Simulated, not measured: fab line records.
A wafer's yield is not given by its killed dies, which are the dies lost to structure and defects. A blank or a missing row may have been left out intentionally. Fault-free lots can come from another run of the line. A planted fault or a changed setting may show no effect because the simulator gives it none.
Which of the tools did it? :: flow rit cmos :: Sampling: 15 lots, 45 wafers, 4 of 202 route steps

## WHAT THE GAUGES READ, wafer by wafer
RIT_ACTIVE_CD_MEAS_11: target cd 1400 nm.
lot: L547
measured: day 1 14:28
on: cd sem-02
cd nm (nm): 1399.4 1399.9 1399.9

lot: L549
measured: day 2 00:28
on: cd sem-02
cd nm (nm): 1394.1 1393.9 1393.8

lot: L550
measured: day 2 05:35
on: cd sem-02
cd nm (nm): 1401.9 1400.0 1400.6

lot: L551
measured: day 2 10:34
on: cd sem-02
cd nm (nm): 1399.3 1401.6 1400.1

lot: L552
measured: day 2 15:29
on: cd sem-02
cd nm (nm): 1402.8 1403.4 1401.8

lot: L553
measured: day 2 20:37
on: cd sem-02
cd nm (nm): 1398.0 1400.0 1399.6

lot: L557
measured: day 3 17:09
on: cd sem-02
cd nm (nm): 1402.9 1400.7 1400.5

lot: L559
measured: day 4 02:34
on: cd sem-02
cd nm (nm): 1403.3 1402.7 1401.6

lot: L564
measured: day 5 04:32
on: cd sem-02
cd nm (nm): 1398.6 1396.4 1397.2

lot: L565
measured: day 5 08:26
on: cd sem-02
cd nm (nm): 1400.5 1396.8 1398.5

lot: L566
measured: day 5 13:58
on: cd sem-02
cd nm (nm): 1400.0 1400.5 1400.6

lot: L567
measured: day 5 18:40
on: cd sem-02
cd nm (nm): 1399.7 1399.0 1401.6

lot: L568
measured: day 5 23:49
on: cd sem-02
cd nm (nm): 1399.4 1397.8 1401.2

lot: L569
measured: day 6 04:41
on: cd sem-01
cd nm (nm): 1401.1 1402.6 1401.2

lot: L570
measured: day 6 09:37
on: cd sem-01
cd nm (nm): 1399.2 1401.2 1397.1

RIT_PLDD_OVL_MEAS_06.
lot: L547
measured: day 2 21:55
on: overlay-02
PLDD_OVL (nm): -0.1 -0.2 1.1

lot: L549
measured: day 3 10:26
on: overlay-02
PLDD_OVL (nm): -0.4 0.2 0.3

lot: L550
measured: day 3 10:33
on: overlay-01
PLDD_OVL (nm): 0.8 2.0 0.1

lot: L551
measured: day 3 23:51
on: overlay-01
PLDD_OVL (nm): 0.0 -0.9 -1.3

lot: L552
measured: day 3 23:55
on: overlay-01
PLDD_OVL (nm): 0.5 -0.8 1.7

lot: L553
measured: day 4 01:11
on: overlay-01
PLDD_OVL (nm): 0.3 1.0 0.2

lot: L557
measured: day 4 22:25
on: overlay-01
PLDD_OVL (nm): 2.8 1.7 1.6

lot: L559
measured: day 5 09:01
on: overlay-01
PLDD_OVL (nm): 0.8 0.0 0.4

lot: L564
measured: day 6 08:46
on: overlay-02
PLDD_OVL (nm): -1.1 0.6 -0.9

lot: L565
measured: day 6 12:08
on: overlay-01
PLDD_OVL (nm): -0.6 0.3 0.2

lot: L566
measured: day 6 20:38
on: overlay-01
PLDD_OVL (nm): 0.5 0.3 2.4

lot: L567
measured: day 7 00:25
on: overlay-01
PLDD_OVL (nm): 0.5 2.1 0.7

lot: L568
measured: day 7 04:50
on: overlay-02
PLDD_OVL (nm): 1.1 0.0 -0.2

lot: L569
measured: day 7 10:16
on: overlay-02
PLDD_OVL (nm): 0.6 -0.4 -0.3

lot: L570
measured: day 7 15:08
on: overlay-02
PLDD_OVL (nm): 0.7 1.3 1.9

RIT_M1_RS_MEAS_01: measures by four-point-probe.
lot: L547
measured: day 3 08:20
on: film metro-02
M1_AL_RS (ohm/sq): 0.0742 0.0739 0.0744

lot: L549
measured: day 3 20:37
on: film metro-03
M1_AL_RS (ohm/sq): 0.0724 0.0720 0.0717

lot: L550
measured: day 3 21:08
on: film metro-04
M1_AL_RS (ohm/sq): 0.0752 0.0745 0.0742

lot: L551
measured: day 4 10:14
on: film metro-02
M1_AL_RS (ohm/sq): 0.0731 0.0733 0.0731

lot: L552
measured: day 4 11:14
on: film metro-03
M1_AL_RS (ohm/sq): 0.0722 0.0721 0.0725

lot: L553
measured: day 4 12:46
on: film metro-03
M1_AL_RS (ohm/sq): 0.0745 0.0758 0.0742

lot: L557
measured: day 5 08:41
on: film metro-03
M1_AL_RS (ohm/sq): 0.0741 0.0745 0.0741

lot: L559
measured: day 5 20:23
on: film metro-04
M1_AL_RS (ohm/sq): 0.0728 0.0722 0.0727

lot: L564
measured: day 6 18:47
on: film metro-02
M1_AL_RS (ohm/sq): 0.0726 0.0741 0.0732

lot: L565
measured: day 6 22:37
on: film metro-02
M1_AL_RS (ohm/sq): 0.0722 0.0720 0.0723

lot: L566
measured: day 7 06:52
on: film metro-03
M1_AL_RS (ohm/sq): 0.0730 0.0715 0.0721

lot: L567
measured: day 7 10:49
on: film metro-02
M1_AL_RS (ohm/sq): 0.0732 0.0731 0.0725

lot: L568
measured: day 7 15:48
on: film metro-02
M1_AL_RS (ohm/sq): 0.0733 0.0728 0.0731

lot: L569
measured: day 7 21:19
on: film metro-03
M1_AL_RS (ohm/sq): 0.0737 0.0742 0.0737

lot: L570
measured: day 8 01:17
on: film metro-02
M1_AL_RS (ohm/sq): 0.0729 0.0736 0.0734

## WHAT TOOL EACH LOT RAN ON (gives the tool, then ch and the chambers of the sampled wafers, and finally the start)
lot: L547
RIT_SDANNEAL_RTA_03: rtp anneal-01 ch 0, day 3 04:43

lot: L549
RIT_SDANNEAL_RTA_03: rtp anneal-01 ch 0, day 3 16:59

lot: L550
RIT_SDANNEAL_RTA_03: rtp anneal-02 ch 0, day 3 17:24

lot: L551
RIT_SDANNEAL_RTA_03: rtp anneal-01 ch 0, day 4 06:16

lot: L552
RIT_SDANNEAL_RTA_03: rtp anneal-02 ch 0, day 4 07:07

lot: L553
RIT_SDANNEAL_RTA_03: rtp anneal-01 ch 0, day 4 09:03

lot: L557
RIT_SDANNEAL_RTA_03: rtp anneal-01 ch 0, day 5 04:50

lot: L559
RIT_SDANNEAL_RTA_03: rtp anneal-01 ch 0, day 5 15:47

lot: L564
RIT_SDANNEAL_RTA_03: rtp anneal-02 ch 0, day 6 15:05

lot: L565
RIT_SDANNEAL_RTA_03: rtp anneal-01 ch 0, day 6 19:03

lot: L566
RIT_SDANNEAL_RTA_03: rtp anneal-02 ch 0, day 7 03:09

lot: L567
RIT_SDANNEAL_RTA_03: rtp anneal-01 ch 0, day 7 07:07

lot: L568
RIT_SDANNEAL_RTA_03: rtp anneal-02 ch 0, day 7 12:05

lot: L569
RIT_SDANNEAL_RTA_03: rtp anneal-01 ch 0, day 7 17:43

lot: L570
RIT_SDANNEAL_RTA_03: rtp anneal-02 ch 0, day 7 21:41
- RIT_SDANNEAL_RTA_03: time 5 s.

## WHAT THE TOOLS THEMSELVES READ (means of the sampled wafers that have a number; where no wafer has one, the mark that the record gives instead)
RIT_SDANNEAL_RTA_03.
lot: L547
tool: rtp anneal-01
wafer_temp_C_max: 1053.6

lot: L549
tool: rtp anneal-01
wafer_temp_C_max: 1054.8

lot: L550
tool: rtp anneal-02
wafer_temp_C_max: 1053.6

lot: L551
tool: rtp anneal-01
wafer_temp_C_max: 1052.4

lot: L552
tool: rtp anneal-02
wafer_temp_C_max: 1052.8

lot: L553
tool: rtp anneal-01
wafer_temp_C_max: 1053.7

lot: L557
tool: rtp anneal-01
wafer_temp_C_max: 1052.8

lot: L559
tool: rtp anneal-01
wafer_temp_C_max: 1053.5

lot: L564
tool: rtp anneal-02
wafer_temp_C_max: 1052.4

lot: L565
tool: rtp anneal-01
wafer_temp_C_max: 1053.0

lot: L566
tool: rtp anneal-02
wafer_temp_C_max: 1053.3

lot: L567
tool: rtp anneal-01
wafer_temp_C_max: 1053.2

lot: L568
tool: rtp anneal-02
wafer_temp_C_max: 1053.4

lot: L569
tool: rtp anneal-01
wafer_temp_C_max: 1052.7

lot: L570
tool: rtp anneal-02
wafer_temp_C_max: 1054.0

## THE ANSWER, worked out from the rows above alone
Rule: the lots themselves supply what counts as usual. The widest of any qualifying gaps counts: lots, ordered by their means at a reading, are off when they make up no more than a third of the lots, leave a main group of 4 or more, and stand apart from it by 3 or more times the standard deviation of that group's means. If all means in a main group match to the digits the tables above print for the reading, that group is not used. A lot without any number at a reading at which 4 lots or more have one is off too. Where the step has rows for the other lots, those lots are counted as sound. First the gauges in route order, then the tools' own readings, where a lot's mean is used as printed above. The first step at which some lot is off is used, and at that step the reading that is off furthest; a lot without a number counts as furthest.
Across all readings shown, no lot is off: no conclusion can be drawn from this.

## WHAT WAS PUT IN BY THE SIMULATOR
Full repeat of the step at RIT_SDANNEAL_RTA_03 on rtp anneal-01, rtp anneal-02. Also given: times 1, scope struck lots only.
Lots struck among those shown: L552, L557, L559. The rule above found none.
